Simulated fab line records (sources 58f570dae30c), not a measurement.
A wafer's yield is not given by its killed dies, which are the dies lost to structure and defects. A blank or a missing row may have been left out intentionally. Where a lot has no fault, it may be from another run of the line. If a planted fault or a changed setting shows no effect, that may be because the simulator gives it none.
fab line records	flow berkeley_cmos170
[record] lots = 5	wafers = 27
route steps=331 shown NWELL@27 WELLDRIVE@56 SPACER@171 SILICIDE@211 V1@254 V2@292 M3@331
start_h: start of the lot's first displayed wafer, in hours after the record's first day	wait_h: hours from the lot's prior step to this one	" identical to the entry in the row above	L1.1+2: one row covering several wafers at once	- no value, or no start was given	* or withheld: withheld	< > ~ a bound
route shown NAME@n: a module of which the file shows steps, and the number in the route of the first	usual: mean/standard deviation of fault-free wafers	same: alike in all rows	chamber/n: place in a boat	sites: readings site by site	_std_site: how widely they spread, as a standard deviation	_edge_site: the outer-site mean with the inner-site mean subtracted	radius_mm: how far each site lies from the wafer's centre	mask NAME#n: copy n	behind: tool/chamber where the wafer was last shaped	hold: what put the lot on hold/how long, in hours/how the hold closed	device: the n, p or np transistor that did not switch	end of line: the tests these same wafers got at the end of their route	step lacking rows: just its recipe	killed: the dies lost at the first sort to structure and to defects; this is not the yield of the wafer	map: per-die view of a wafer (x killed, . not killed, _ where there is no die)
set.NAME: the setting the step ran with; set.NAME@STEP: the setting that earlier step ran with	model.NAME: the simulator's own value behind a step, which no gauge read
one table per step and one row per wafer, for lots whose settings were changed on purpose
[[steps]]
[step UCB170_NWELL_ETCH_13]
[recipe] chemistry = CH3F/Ar/O2	target = Si3N4	stop_on = SiO2	CH3F_flow_sccm = 20	Ar_flow_sccm = 50	O2_flow_sccm = 7	pressure_mtorr = 50	rf_w = 450	target_depth_a = 2464	over_etch_frac = 0.1	time_s = 154
[usual] oes_product_au = 0.943/0.016
lot.wafer	tool	chamber	start_h	wait_h	set.target_depth_a	oes_product_au	model.KrF_of_NWELL_COAT_07.thk_nm
L075.1	rie_diel-02	0	44.82	0.0	2068	1.011	747.7
L075.2	"	1	"	"	2464	0.929	725.6
L075.3	"	2	"	"	2464	0.935	719.9
L075.4	"	3	"	"	2464	0.956	718.8
L075.5	"	1	"	"	2068	0.968	747.4
L075.6	"	2	"	"	2068	0.993	746.7
L076.1	rie_diel-04	0	49.53	0.0	2464	0.917	718.5
L076.2	"	3	"	"	2464	0.960	718.4
L076.3	"	2	"	"	2464	0.939	721.8
L076.4	"	1	"	"	2464	0.948	727.1
L076.5	"	2	"	"	2464	0.950	719.3
L076.6	"	3	"	"	2464	0.948	720.3
L078.2	rie_diel-02	2	54.55	0.0	2464	0.934	722.1
L078.3	"	1	"	"	2464	0.923	729.8
L078.5	"	2	"	"	2464	0.932	726.9
L080.1	rie_diel-04	1	64.48	0.0	3796	0.757	641.6
L080.2	"	0	"	"	2464	0.914	722.8
L080.3	"	3	"	"	2464	0.950	719.9
L080.4	"	2	"	"	2464	0.964	722.8
L080.5	"	0	"	"	3796	0.721	632.8
L080.6	"	1	"	"	3796	0.745	639.9
L082.1	rie_diel-04	3	82.45	0.0	2464	0.940	723.9
L082.2	"	1	"	"	2464	0.937	727.7
L082.3	"	0	"	"	2464	0.909	725.9
L082.4	"	2	"	"	2464	0.960	727.6
L082.5	"	2	"	"	2464	0.955	724.7
L082.6	"	3	"	"	2464	0.943	724.1
[step UCB170_NWELL_IMPLANT_14]
[recipe] species = P	dose_cm2 = 9.762e+12	energy_kev = 150	tilt_deg = 7
[step UCB170_NWELL_STRIP_15]
[recipe] chemistry = O2	power_w = 400	pressure_mtorr = 3500	platen_temp_c = withheld	o2_flow_sccm = 400	overash_fraction = 0.5
[usual] strip_time_to_endpoint_s = 18.06/0.085
lot.wafer	tool	chamber	start_h	wait_h	set.target_depth_a@NWELL_ETCH_13	strip_time_to_endpoint_s
L075.1	plasma_asher-01	0	45.08	0.1	2068	18.65
L075.2	"	1	"	"	2464	18.12
L075.3	"	0	"	"	2464	17.98
L075.4	"	1	"	"	2464	17.94
L075.5	"	0	"	"	2068	18.63
L075.6	"	1	"	"	2068	18.61
L076.1	plasma_asher-01	1	49.78	0.1	2464	17.94
L076.2	"	0	"	"	2464	17.94
L076.3	"	0	"	"	2464	18.02
L076.4	"	1	"	"	2464	18.13
L076.5	"	0	"	"	2464	17.96
L076.6	"	1	"	"	2464	17.98
L078.2	plasma_asher-03	0	54.81	0.1	2464	18.04
L078.3	"	0	"	"	2464	18.21
L078.5	"	1	"	"	2464	18.14
L080.1	plasma_asher-03	0	64.73	0.1	3796	16.09
L080.2	"	1	"	"	2464	18.04
L080.3	"	0	"	"	2464	17.99
L080.4	"	1	"	"	2464	18.05
L080.5	"	1	"	"	3796	15.90
L080.6	"	0	"	"	3796	16.06
L082.1	plasma_asher-02	1	82.70	0.1	2464	18.06
L082.2	"	0	"	"	2464	18.15
L082.3	"	0	"	"	2464	18.13
L082.4	"	1	"	"	2464	18.16
L082.5	"	0	"	"	2464	18.10
L082.6	"	1	"	"	2464	18.09
[step UCB170_WELLDRIVE_OXIDATION_01]
[recipe] temp_c = 1100	ambient = O2	target_thk_a = 1990	ox_time_s = 9000
lot.wafer	tool	chamber	start_h	wait_h	set.ox_time_s	model.SiO2_of_WELLDRIVE_OXIDATION_01.thk_nm
L075.1	-	-	-	4.3	4114	125.9
L075.2	"	-	"	"	4114	128
L075.3	"	-	"	"	4114	129.6
L075.4	"	-	"	"	4114	128.7
L075.5	"	-	"	"	4114	125
L075.6	"	-	"	"	4114	127.7
L076.1	-	-	-	4.3	12590	237.3
L076.2	"	-	"	"	12590	241.3
L076.3	"	-	"	"	12590	238
L076.4	"	-	"	"	12590	240.4
L076.5	"	-	"	"	12590	238.5
L076.6	"	-	"	"	12590	236.5
L078.2	furnace-01	0	85.37	4.3	9000	196.8
L078.3	"	0	"	"	9000	198.8
L078.5	"	0	"	"	9000	204.1
L080.1	-	-	-	2.1	4653	135.3
L080.2	"	-	"	"	4653	133.7
L080.3	"	-	"	"	4653	134.6
L080.4	"	-	"	"	4653	134
L080.5	"	-	"	"	4653	136.8
L080.6	"	-	"	"	4653	132.3
L082.1	-	-	-	0.3	5441	136.6
L082.2	"	-	"	"	5441	136.5
L082.3	"	-	"	"	5441	136.9
L082.4	"	-	"	"	5441	138.9
L082.5	"	-	"	"	5441	135.1
L082.6	"	-	"	"	5441	136.1
[step UCB170_WELLDRIVE_THK_MEAS_02]
[recipe] reads = SiO2_of_WELLDRIVE_OXIDATION_01
[usual] WELLDRIVE_OXIDE_THK = 198/3.9
lot.wafer	tool	chamber	start_h	wait_h	set.ox_time_s@WELLDRIVE_OXIDATION_01	WELLDRIVE_OXIDE_THK[nm]
L075.1	film_metro-01	-	-	-	4114	126
L075.2	"	-	"	"	4114	128
L075.3	"	-	"	"	4114	130
L075.4	"	-	"	"	4114	129
L075.5	"	-	"	"	4114	125
L075.6	"	-	"	"	4114	128
L076.1	film_metro-03	-	-	-	12590	237
L076.2	"	-	"	"	12590	241
L076.3	"	-	"	"	12590	238
L076.4	"	-	"	"	12590	241
L076.5	"	-	"	"	12590	238
L076.6	"	-	"	"	12590	236
L078.2	film_metro-02	-	88.88	0.0	9000	197
L078.3	"	-	"	"	9000	199
L078.5	"	-	"	"	9000	204
L080.1	film_metro-02	-	-	-	4653	135
L080.2	"	-	"	"	4653	134
L080.3	"	-	"	"	4653	134
L080.4	"	-	"	"	4653	134
L080.5	"	-	"	"	4653	137
L080.6	"	-	"	"	4653	132
L082.1	film_metro-02	-	-	-	5441	136
L082.2	"	-	"	"	5441	137
L082.3	"	-	"	"	5441	137
L082.4	"	-	"	"	5441	139
L082.5	"	-	"	"	5441	135
L082.6	"	-	"	"	5441	136
[step UCB170_SPACER_CVD_00]
[recipe] material = SiO2	target_thk_nm = 376	temp_c = 390	precursor = TEOS/O2	time_s = 47	rf_w = 550	pressure_mtorr = 9000
lot.wafer	tool	chamber	start_h	wait_h	set.time_s	model.SiO2_of_SPACER_CVD_00.thk_nm
L075.1	pecvd-01	0	173.86	0.0	47	371.3
L075.2	"	1	"	"	63.06	502
L075.3	"	2	"	"	63.06	501.1
L075.4	"	0	"	"	47	381.6
L075.5	"	2	"	"	63.06	511.8
L075.6	"	1	"	"	47	378.4
L078.2	pecvd-02	2	174.13	0.0	47	368.9
L078.3	"	0	"	"	47	370.6
L078.5	"	2	"	"	47	377.4
L076.1	pecvd-01	0	174.26	0.0	71.74	573.4
L076.2	"	1	"	"	71.74	575.4
L076.3	"	2	"	"	47	374
L076.4	"	2	"	"	47	380.8
L076.5	"	0	"	"	71.74	579.6
L076.6	"	1	"	"	47	382.8
L080.1	pecvd-02	2	175.09	0.0	47	373.5
L080.2	"	0	"	"	47	372.7
L080.3	"	1	"	"	47	375.5
L080.4	"	2	"	"	47	372.4
L080.5	"	1	"	"	47	378.5
L080.6	"	0	"	"	47	379.6
L082.1	pecvd-04	2	190.67	0.0	54.39	434.6
L082.2	"	1	"	"	54.39	427
L082.3	"	0	"	"	47	370.4
L082.4	"	2	"	"	54.39	438.7
L082.5	"	0	"	"	47	375.9
L082.6	"	1	"	"	47	373.6
[step UCB170_SPACER_THK_MEAS_01]
[recipe] reads = SiO2_of_SPACER_CVD_00
[usual] SPACER_TEOS_THK = 376/4.7
lot.wafer	tool	chamber	start_h	wait_h	set.time_s@SPACER_CVD_00	SPACER_TEOS_THK[nm]
L075.1	film_metro-04	-	173.90	0.0	47	371
L075.2	"	-	"	"	63.06	502
L075.3	"	-	"	"	63.06	501
L075.4	"	-	"	"	47	382
L075.5	"	-	"	"	63.06	512
L075.6	"	-	"	"	47	378
L078.2	film_metro-04	-	174.18	0.0	47	369
L078.3	"	-	"	"	47	370
L078.5	"	-	"	"	47	377
L076.1	film_metro-01	-	174.31	0.0	71.74	573
L076.2	"	-	"	"	71.74	575
L076.3	"	-	"	"	47	374
L076.4	"	-	"	"	47	381
L076.5	"	-	"	"	71.74	580
L076.6	"	-	"	"	47	383
L080.1	film_metro-01	-	175.13	0.0	47	373
L080.2	"	-	"	"	47	373
L080.3	"	-	"	"	47	376
L080.4	"	-	"	"	47	372
L080.5	"	-	"	"	47	378
L080.6	"	-	"	"	47	380
L082.1	film_metro-04	-	190.71	0.0	54.39	435
L082.2	"	-	"	"	54.39	427
L082.3	"	-	"	"	47	371
L082.4	"	-	"	"	54.39	439
L082.5	"	-	"	"	47	376
L082.6	"	-	"	"	47	374
[step UCB170_SPACER_ANNEAL_02]
[recipe] temp_c = 900	time_s = 1800	ambient = N2
[step UCB170_SPACER_ETCHBACK_03]
[recipe] stop_on = Si	target = SiO2	chemistry = CHF3/CF4/Ar	CHF3_flow_sccm = 50	cf4_flow_sccm = 10	Ar_flow_sccm = 120	pressure_mtorr = 200	rf_w = 500	target_depth_a = 3760	time_s = 100
lot.wafer	tool	chamber	start_h	wait_h	set.time_s@SPACER_CVD_00	model.etch.depth_nm
L075.1	rie_diel-04	1	180.81	0.0	47	371.3
L075.2	"	3	"	"	63.06	430.9
L075.3	"	2	"	"	63.06	423.2
L075.4	"	3	"	"	47	381.6
L075.5	"	1	"	"	63.06	426.9
L075.6	"	2	"	"	47	378.4
L076.1	rie_diel-01	0	180.81	0.0	71.74	436.4
L076.2	"	3	"	"	71.74	426.6
L076.3	"	1	"	"	47	374
L076.4	"	2	"	"	47	380.8
L076.5	"	3	"	"	71.74	423.7
L076.6	"	2	"	"	47	382.8
L078.2	rie_diel-02	1	180.81	0.0	47	368.9
L078.3	"	3	"	"	47	370.6
L078.5	"	1	"	"	47	377.4
L080.1	rie_diel-01	3	180.89	0.1	47	373.5
L080.2	"	1	"	"	47	372.7
L080.3	"	0	"	"	47	375.5
L080.4	"	2	"	"	47	372.4
L080.5	"	0	"	"	47	378.5
L080.6	"	1	"	"	47	379.6
L082.1	rie_diel-02	1	196.76	0.0	54.39	422.8
L082.2	"	2	"	"	54.39	426.2
L082.3	"	3	"	"	47	370.4
L082.4	"	0	"	"	54.39	414.5
L082.5	"	2	"	"	47	375.9
L082.6	"	1	"	"	47	373.6
[step UCB170_SILICIDE_SPUTTER_01]
[recipe] material = Ti	target_thk_nm = 30	time_s = 25	power_w = 1500	chamber_pressure_pa = 0.5
lot.wafer	tool	chamber	start_h	wait_h	set.time_s	model.Ti_of_SILICIDE_SPUTTER_01.thk_nm
L075.1	pvd_sputter-02	-	187.05	0.0	25	30.1
L075.2	"	-	"	"	25	29.87
L075.3	"	-	"	"	25	29.86
L075.4	"	-	"	"	25	30.03
L075.5	"	-	"	"	25	29.91
L075.6	"	-	"	"	25	29.8
L076.1	pvd_sputter-04	-	187.51	0.0	25	30.15
L076.2	"	-	"	"	34.02	41.23
L076.3	"	-	"	"	34.02	40.97
L076.4	"	-	"	"	34.02	41.09
L076.5	"	-	"	"	25	30.11
L076.6	"	-	"	"	25	30.56
L080.1	pvd_sputter-02	-	187.57	0.0	12.34	15.28
L080.2+6	"	-	"	"	12.34	15.06
L080.3	"	-	"	"	25	30.1
L080.4	"	-	"	"	25	30.52
L080.5	"	-	"	"	25	30.35
L078.2	pvd_sputter-01	-	188.05	0.0	25	30.82
L078.3	"	-	"	"	25	30.44
L078.5	"	-	"	"	25	30.63
L082.1	pvd_sputter-01	-	201.66	0.0	25	29.88
L082.2+4	"	-	"	"	25	29.79
L082.3	"	-	"	"	25	29.96
L082.5	"	-	"	"	25	29.85
L082.6	"	-	"	"	25	30.09
[step UCB170_SILICIDE_RS_MEAS_02]
[recipe] thk_meas_gauge = four-point-probe	reads = Ti_of_SILICIDE_SPUTTER_01
[usual] SILICIDE_TI_RS = 25.95/0.29
lot.wafer	tool	chamber	start_h	wait_h	set.time_s@SILICIDE_SPUTTER_01	SILICIDE_TI_RS[ohm/sq]
L075.1	film_metro-01	-	187.08	0.0	25	25.98
L075.2	"	-	"	"	25	26.23
L075.3	"	-	"	"	25	26.24
L075.4	"	-	"	"	25	26.06
L075.5	"	-	"	"	25	26.22
L075.6	"	-	"	"	25	26.27
L076.1	film_metro-03	-	187.54	0.0	25	25.99
L076.2	"	-	"	"	34.02	18.04
L076.3	"	-	"	"	34.02	18.20
L076.4	"	-	"	"	34.02	18.13
L076.5	"	-	"	"	25	26.01
L076.6	"	-	"	"	25	25.56
L080.1	film_metro-01	-	187.60	0.0	12.34	58.86
L080.2	"	-	"	"	12.34	59.85
L080.3	"	-	"	"	25	25.94
L080.4	"	-	"	"	25	25.58
L080.5	"	-	"	"	25	25.71
L080.6	"	-	"	"	12.34	59.64
L078.2	film_metro-03	-	188.10	0.0	25	25.27
L078.3	"	-	"	"	25	25.67
L078.5	"	-	"	"	25	25.51
L082.1	film_metro-01	-	201.69	0.0	25	26.22
L082.2	"	-	"	"	25	26.29
L082.3	"	-	"	"	25	26.14
L082.4	"	-	"	"	25	26.38
L082.5	"	-	"	"	25	26.21
L082.6	"	-	"	"	25	26.00
[step UCB170_SILICIDE_THK_MEAS_03]
[recipe] thk_meas_gauge = xrf	reads = Ti_of_SILICIDE_SPUTTER_01
[usual] SILICIDE_TI_THK = 30.24/0.29
lot.wafer	tool	chamber	start_h	wait_h	set.time_s@SILICIDE_SPUTTER_01	SILICIDE_TI_THK[nm]
L075.1	film_metro-01	-	187.20	0.1	25	30.07
L075.2	"	-	"	"	25	29.91
L075.3	"	-	"	"	25	29.95
L075.4	"	-	"	"	25	30.14
L075.5	"	-	"	"	25	29.99
L075.6	"	-	"	"	25	29.93
L076.1	film_metro-03	-	187.66	0.1	25	30.13
L076.2	"	-	"	"	34.02	41.15
L076.3	"	-	"	"	34.02	40.70
L076.4	"	-	"	"	34.02	40.98
L076.5	"	-	"	"	25	30.01
L076.6	"	-	"	"	25	30.43
L080.1	film_metro-01	-	187.72	0.1	12.34	15.35
L080.2	"	-	"	"	12.34	15.10
L080.3	"	-	"	"	25	30.34
L080.4	"	-	"	"	25	30.75
L080.5	"	-	"	"	25	30.56
L080.6	"	-	"	"	12.34	15.16
L078.2	film_metro-03	-	188.21	0.1	25	30.63
L078.3	"	-	"	"	25	30.37
L078.5	"	-	"	"	25	30.63
L082.1	film_metro-01	-	201.81	0.1	25	30.04
L082.2	"	-	"	"	25	30.06
L082.3	"	-	"	"	25	30.19
L082.4	"	-	"	"	25	29.93
L082.5	"	-	"	"	25	30.13
L082.6	"	-	"	"	25	30.43
[step UCB170_V1_CVD_00]
[recipe] material = SiO2	target_thk_nm = 2000	temp_c = 390	precursor = TEOS/O2	time_s = 250	rf_w = 550	pressure_mtorr = 9000
lot.wafer	tool	chamber	start_h	wait_h	set.time_s	model.SiO2_of_V1_CVD_00.thk_nm
L075.1	pecvd-04	1	199.09	0.0	250	1969
L075.2	"	2	"	"	204.4	1640
L075.3	"	0	"	"	204.4	1599
L075.4	"	0	"	"	250	2015
L075.5	"	2	"	"	250	2026
L075.6	"	1	"	"	204.4	1641
L076.1	pecvd-02	2	199.09	0.0	250	1992
L076.2	"	1	"	"	250	1997
L076.3	"	2	"	"	250	2033
L076.4	"	1	"	"	250	2030
L076.5	"	1	"	"	250	2050
L076.6	"	2	"	"	250	2015
L078.2	pecvd-03	1	199.09	0.0	250	1951
L078.3	"	2	"	"	250	1960
L078.5	"	0	"	"	250	2021
L080.1	pecvd-04	1	199.25	0.2	305.1	2431
L080.2	"	0	"	"	250	2006
L080.3	"	2	"	"	305.1	2472
L080.4	"	1	"	"	305.1	2457
L080.5	"	2	"	"	250	2046
L080.6	"	0	"	"	250	2033
L082.1	pecvd-04	1	211.42	0.0	250	1942
L082.2	"	2	"	"	250	1958
L082.3	"	0	"	"	250	1970
L082.4	"	0	"	"	250	1973
L082.5	"	2	"	"	250	1997
L082.6	"	1	"	"	250	1991
[step UCB170_V1_THK_MEAS_01]
[recipe] reads = SiO2_of_V1_CVD_00
[usual] V1_TEOS_THK = 1998/27
lot.wafer	tool	chamber	start_h	wait_h	set.time_s@V1_CVD_00	V1_TEOS_THK[nm]
L075.1	film_metro-01	-	199.25	0.1	250	1970
L075.2	"	-	"	"	204.4	1641
L075.3	"	-	"	"	204.4	1601
L075.4	"	-	"	"	250	2013
L075.5	"	-	"	"	250	2025
L075.6	"	-	"	"	204.4	1640
L078.2	film_metro-02	-	199.26	0.1	250	1951
L078.3	"	-	"	"	250	1960
L078.5	"	-	"	"	250	2021
L076.1	film_metro-04	-	199.33	0.2	250	1993
L076.2	"	-	"	"	250	1998
L076.3	"	-	"	"	250	2034
L076.4	"	-	"	"	250	2031
L076.5	"	-	"	"	250	2050
L076.6	"	-	"	"	250	2015
L080.1	film_metro-01	-	199.40	0.1	305.1	2434
L080.2	"	-	"	"	250	2006
L080.3	"	-	"	"	305.1	2473
L080.4	"	-	"	"	305.1	2457
L080.5	"	-	"	"	250	2046
L080.6	"	-	"	"	250	2033
L082.1	film_metro-01	-	211.58	0.1	250	1941
L082.2	"	-	"	"	250	1959
L082.3	"	-	"	"	250	1970
L082.4	"	-	"	"	250	1974
L082.5	"	-	"	"	250	1998
L082.6	"	-	"	"	250	1992
[step UCB170_V2_CVD_00]
[recipe] material = SiO2	target_thk_nm = 2000	temp_c = 390	precursor = TEOS/O2	time_s = 250	rf_w = 550	pressure_mtorr = 9000
lot.wafer	tool	chamber	start_h	wait_h	set.time_s	model.SiO2_of_V2_CVD_00.thk_nm
L075.1	pecvd-01	1	206.97	0.1	250	2009
L075.2	"	2	"	"	317.3	2570
L075.3	"	0	"	"	250	2027
L075.4	"	0	"	"	250	2042
L075.5	"	2	"	"	317.3	2619
L075.6	"	1	"	"	317.3	2576
L076.1	pecvd-03	0	207.57	0.1	141.8	1108
L076.2	"	1	"	"	141.8	1088
L076.3	"	2	"	"	141.8	1142
L076.4	"	2	"	"	250	2024
L076.5+6	"	1,0	"	"	250	2010
L078.2	pecvd-01	2	207.90	0.1	250	1994
L078.3	"	1	"	"	250	1965
L078.5	"	0	"	"	250	2006
L080.1	pecvd-03	1	207.99	0.1	250	1961
L080.2	"	2	"	"	309.6	2454
L080.3	"	0	"	"	309.6	2465
L080.4	"	1	"	"	250	2003
L080.5	"	0	"	"	309.6	2483
L080.6	"	2	"	"	250	2040
L082.1	pecvd-02	1	219.17	0.1	120.4	979.4
L082.2	"	0	"	"	120.4	971.9
L082.3	"	2	"	"	250	1971
L082.4	"	0	"	"	250	2012
L082.5	"	2	"	"	250	1991
L082.6	"	1	"	"	120.4	988.2
[step UCB170_V2_THK_MEAS_01]
[recipe] reads = SiO2_of_V2_CVD_00
[usual] V2_TEOS_THK = 2008/26
lot.wafer	tool	chamber	start_h	wait_h	set.time_s@V2_CVD_00	V2_TEOS_THK[nm]
L075.1	film_metro-03	-	207.13	0.1	250	2008
L075.2	"	-	"	"	317.3	2570
L075.3	"	-	"	"	250	2029
L075.4	"	-	"	"	250	2043
L075.5	"	-	"	"	317.3	2621
L075.6	"	-	"	"	317.3	2576
L076.1	film_metro-02	-	207.72	0.1	141.8	1107
L076.2	"	-	"	"	141.8	1087
L076.3	"	-	"	"	141.8	1142
L076.4	"	-	"	"	250	2025
L076.5	"	-	"	"	250	2010
L076.6	"	-	"	"	250	2010
L078.2	film_metro-01	-	208.07	0.1	250	1996
L078.3	"	-	"	"	250	1965
L078.5	"	-	"	"	250	2008
L080.1	film_metro-03	-	208.14	0.1	250	1961
L080.2	"	-	"	"	309.6	2453
L080.3	"	-	"	"	309.6	2463
L080.4	"	-	"	"	250	2004
L080.5	"	-	"	"	309.6	2481
L080.6	"	-	"	"	250	2041
L082.1	film_metro-02	-	219.33	0.1	120.4	979
L082.2	"	-	"	"	120.4	971
L082.3	"	-	"	"	250	1970
L082.4	"	-	"	"	250	2013
L082.5	"	-	"	"	250	1993
L082.6	"	-	"	"	120.4	987
[step UCB170_M3_PROBE_99]
lot.wafer	tool	chamber	start_h	wait_h	set.time_s@SPACER_CVD_00	model.etest.pmos_0p35.r_on_ohm_um	model.etest.pmos_0p6.r_on_ohm_um
L075.2	prober-02	-	213.16	0.1	63.06	5202	9098
L075.3	prober-02	-	213.21	0.2	63.06	5175	9054
L075.4	prober-02	-	213.26	0.2	47	4759	8482
L075.5	prober-02	-	213.31	0.2	63.06	5330	9164
L075.6	prober-02	-	213.36	0.2	47	4692	8412
L076.1+2+5	prober-01	-	215.33	0.1	71.74	-	-
L076.3	prober-01	-	215.43	0.2	47	4716	8653
L076.4	prober-01	-	215.48	0.2	47	4672	8503
L076.6	prober-01	-	215.58	0.2	47	4598	8354
L078.2	prober-02	-	215.59	0.1	47	4653	8486
L078.3	prober-02	-	215.64	0.2	47	4671	8524
L078.5	prober-02	-	215.74	0.2	47	4768	8668
L080.1	prober-01	-	215.81	0.1	47	4618	8301
L080.2	prober-01	-	215.86	0.1	47	4675	8401
L080.3	prober-01	-	215.91	0.2	47	4630	8341
L080.4	prober-01	-	215.96	0.2	47	4587	8390
L080.5	prober-01	-	216.01	0.2	47	4629	8406
L080.6	prober-01	-	216.06	0.2	47	4583	8272
L082.1	prober-02	-	224.35	0.1	54.39	4805	8572
L082.3	prober-02	-	224.45	0.2	47	4571	8443
L082.4	prober-02	-	224.50	0.2	54.39	4919	8841
L082.5	prober-02	-	224.55	0.2	47	4744	8568
L082.6	prober-02	-	224.60	0.2	47	4663	8579
// killed by level:class
L078.2 SILICIDE:geometric_particle:short=1 M3:geometric_particle:short=1
L078.3 FIELD:geometric_particle:open=1 SACOX:geometric_particle:short=1 GATE:geometric_particle:open=1 SPACER:geometric_particle:short=1 SILICIDE:geometric_particle:open=1 SILICIDE:geometric_particle:short=1 ACTIVE:area_etch=1
L078.5 SPACER:geometric_particle:short=1
[[key]]
[split] step = UCB170_NWELL_ETCH_13	setting = target_depth_a	stated = 2464	by = wafer
[response] step = UCB170_NWELL_ETCH_13	reading = oes_product_au	change = -0.00369	per = 1%	r = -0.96
[response] step = UCB170_NWELL_ETCH_13	reading = model.KrF_of_NWELL_COAT_07.thk_nm	change = -1.55	per = 1%	r = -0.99
[response] step = UCB170_NWELL_STRIP_15	reading = strip_time_to_endpoint_s	change = *	per = 1%	r = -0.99
[split] step = UCB170_WELLDRIVE_OXIDATION_01	setting = ox_time_s	stated = 9000	by = lot
[response] step = UCB170_WELLDRIVE_OXIDATION_01	reading = model.SiO2_of_WELLDRIVE_OXIDATION_01.thk_nm	change = +1.22	per = 1%	r = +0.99
[response] step = UCB170_WELLDRIVE_THK_MEAS_02	reading = WELLDRIVE_OXIDE_THK	change = +1.22	per = 1%	r = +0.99
[split] step = UCB170_SPACER_CVD_00	setting = time_s	stated = 47	by = wafer
[response] step = UCB170_SPACER_CVD_00	reading = model.SiO2_of_SPACER_CVD_00.thk_nm	change = +3.75	per = 1%	r = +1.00
[response] step = UCB170_SPACER_THK_MEAS_01	reading = SPACER_TEOS_THK	change = +3.74	per = 1%	r = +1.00
[response] step = UCB170_SPACER_ETCHBACK_03	reading = model.etch.depth_nm	change = +1.21	per = 1%	r = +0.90
[response] step = UCB170_M3_PROBE_99	reading = model.etest.pmos_0p6.r_on_ohm_um	change = +17.9	per = 1%	r = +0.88
[response] step = UCB170_M3_PROBE_99	reading = model.etest.pmos_0p35.r_on_ohm_um	change = +14.6	per = 1%	r = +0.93
[split] step = UCB170_SILICIDE_SPUTTER_01	setting = time_s	stated = 25	by = wafer
[response] step = UCB170_SILICIDE_SPUTTER_01	reading = model.Ti_of_SILICIDE_SPUTTER_01.thk_nm	change = +0.3	per = 1%	r = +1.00
[response] step = UCB170_SILICIDE_RS_MEAS_02	reading = SILICIDE_TI_RS	change = -0.514	per = 1%	r = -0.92
[response] step = UCB170_SILICIDE_THK_MEAS_03	reading = SILICIDE_TI_THK	change = +0.301	per = 1%	r = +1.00
[split] step = UCB170_V1_CVD_00	setting = time_s	stated = 250	by = wafer
[response] step = UCB170_V1_CVD_00	reading = model.SiO2_of_V1_CVD_00.thk_nm	change = +19.8	per = 1%	r = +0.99
[response] step = UCB170_V1_THK_MEAS_01	reading = V1_TEOS_THK	change = +19.8	per = 1%	r = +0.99
[split] step = UCB170_V2_CVD_00	setting = time_s	stated = 250	by = wafer
[response] step = UCB170_V2_CVD_00	reading = model.SiO2_of_V2_CVD_00.thk_nm	change = +20.1	per = 1%	r = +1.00
[response] step = UCB170_V2_THK_MEAS_01	reading = V2_TEOS_THK	change = +20.1	per = 1%	r = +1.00
